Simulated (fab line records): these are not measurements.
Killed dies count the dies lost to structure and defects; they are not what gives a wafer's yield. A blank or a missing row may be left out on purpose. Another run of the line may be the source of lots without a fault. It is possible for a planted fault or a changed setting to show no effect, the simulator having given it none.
Which tool was responsible?    flow berkeley-cmos170    15 lots with 45 wafers sampled at 2 steps, on a route of 331 steps

WHAT THE GAUGES READ, wafer by wafer
UCB170_WELLDRIVE_THK_MEAS_02.
lot   measured     on             WELLDRIVE_OXIDE_THK (nm)
L283  day 4 00:19  film-metro-03  197.4 197.1 197.1
L285  day 4 16:40  film-metro-03  202.6 200.7 201.0
L284  day 4 16:40  film-metro-02  200.6 201.6 200.5
L286  day 4 16:40  film-metro-01  201.6 197.7 196.8
L287  day 5 15:35  film-metro-01  197.8 198.5 196.0
L289  day 5 10:56  film-metro-01  199.2 201.2 199.4
L288  day 5 15:36  film-metro-02  199.5 200.5 199.8
L290  day 5 15:39  film-metro-02  198.6 196.7 199.5
L297  day 6 22:46  film-metro-03  198.5 200.4 197.7
L298  day 7 04:04  film-metro-02  204.9 203.4 203.1
L300  day 7 14:16  film-metro-03  205.6 206.6 205.6
L301  day 7 21:43  film-metro-01  198.2 197.8 200.4
L302  day 7 21:43  film-metro-02  204.1 204.0 202.9
L303  day 8 12:14  film-metro-01  197.5 198.0 196.2
L305  day 8 22:50  film-metro-02  200.4 196.3 196.6

EACH LOT AND THE TOOL THAT RAN IT (in order: tool; ch and the chambers of the sampled wafers; start)
lot   UCB170_NWELL_STRIP_15
L283  plasma-asher-03 ch 0,1, day 2 19:20
L285  plasma-asher-03 ch 0,1, day 3 04:25
L284  plasma-asher-04 ch 0,1, day 3 04:54
L286  plasma-asher-04 ch 0,1, day 3 07:48
L287  plasma-asher-03 ch 0,1, day 3 14:49
L289  plasma-asher-01 ch 0,1, day 3 19:04
L288  plasma-asher-03 ch 0,1, day 3 19:50
L290  plasma-asher-01 ch 0,1, day 4 00:54
L297  plasma-asher-04 ch 0,1, day 5 12:44
L298  plasma-asher-03 ch 0,1, day 5 21:05
L300  plasma-asher-01 ch 0,1, day 6 02:17
L301  plasma-asher-01 ch 0,1, day 6 12:51
L302  plasma-asher-03 ch 0,1, day 6 16:32
L303  plasma-asher-01 ch 1, day 6 23:14
L305  plasma-asher-01 ch 0,1, day 7 04:38
- UCB170_NWELL_STRIP_15: strips in O2.

AS READ BY THE TOOLS THEMSELVES (means over the sampled wafers that have a number; for cases with no such wafer, the mark the record gives instead)
UCB170_NWELL_STRIP_15.
lot   tool             drypump-motor-current-A (A)  oes-product-au (a.u.)  strip-time-to-endpoint-s (s)
L283  plasma-asher-03  5.2                          0.723                  18.01
L285  plasma-asher-03  5.5                          0.718                  18.08
L284  plasma-asher-04  5.7                          0.719                  17.97
L286  plasma-asher-04  5.4                          0.724                  18.07
L287  plasma-asher-03  5.2                          0.723                  18.05
L289  plasma-asher-01  6.0                          0.719                  17.90
L288  plasma-asher-03  5.2                          0.722                  17.94
L290  plasma-asher-01  5.8                          0.722                  17.97
L297  plasma-asher-04  5.4                          0.722                  18.13
L298  plasma-asher-03  5.2                          0.717                  18.09
L300  plasma-asher-01  5.8                          0.717                  17.85
L301  plasma-asher-01  5.8                          0.722                  18.12
L302  plasma-asher-03  5.4                          0.724                  17.98
L303  plasma-asher-01  5.6                          0.722                  18.04
L305  plasma-asher-01  5.8                          0.720                  18.01

THE ANSWER, worked out from the rows above alone
Rule: the usual values come from the lots themselves. The widest of any qualifying gaps counts: lots, ordered by their means at a reading, are off when they make up no more than a third of the lots, leave a main group of 4 or more, and stand apart from it by 3 or more times the standard deviation of that group's means. The tables above print the reading to a certain number of digits; a main group whose means all agree to those digits is not used. A lot without any number at a reading at which 4 lots or more have one is off too. The other lots that the step has rows for count as sound. First the gauges in route order, then the tools' own readings, where a lot's mean is used as printed above. At the first step where some lot is off, the reading lying furthest off is the one used; lots without a number count as furthest.
None of the lots is off at any reading shown; this tells nothing.

WHAT HAD BEEN PUT IN BY THE SIMULATOR
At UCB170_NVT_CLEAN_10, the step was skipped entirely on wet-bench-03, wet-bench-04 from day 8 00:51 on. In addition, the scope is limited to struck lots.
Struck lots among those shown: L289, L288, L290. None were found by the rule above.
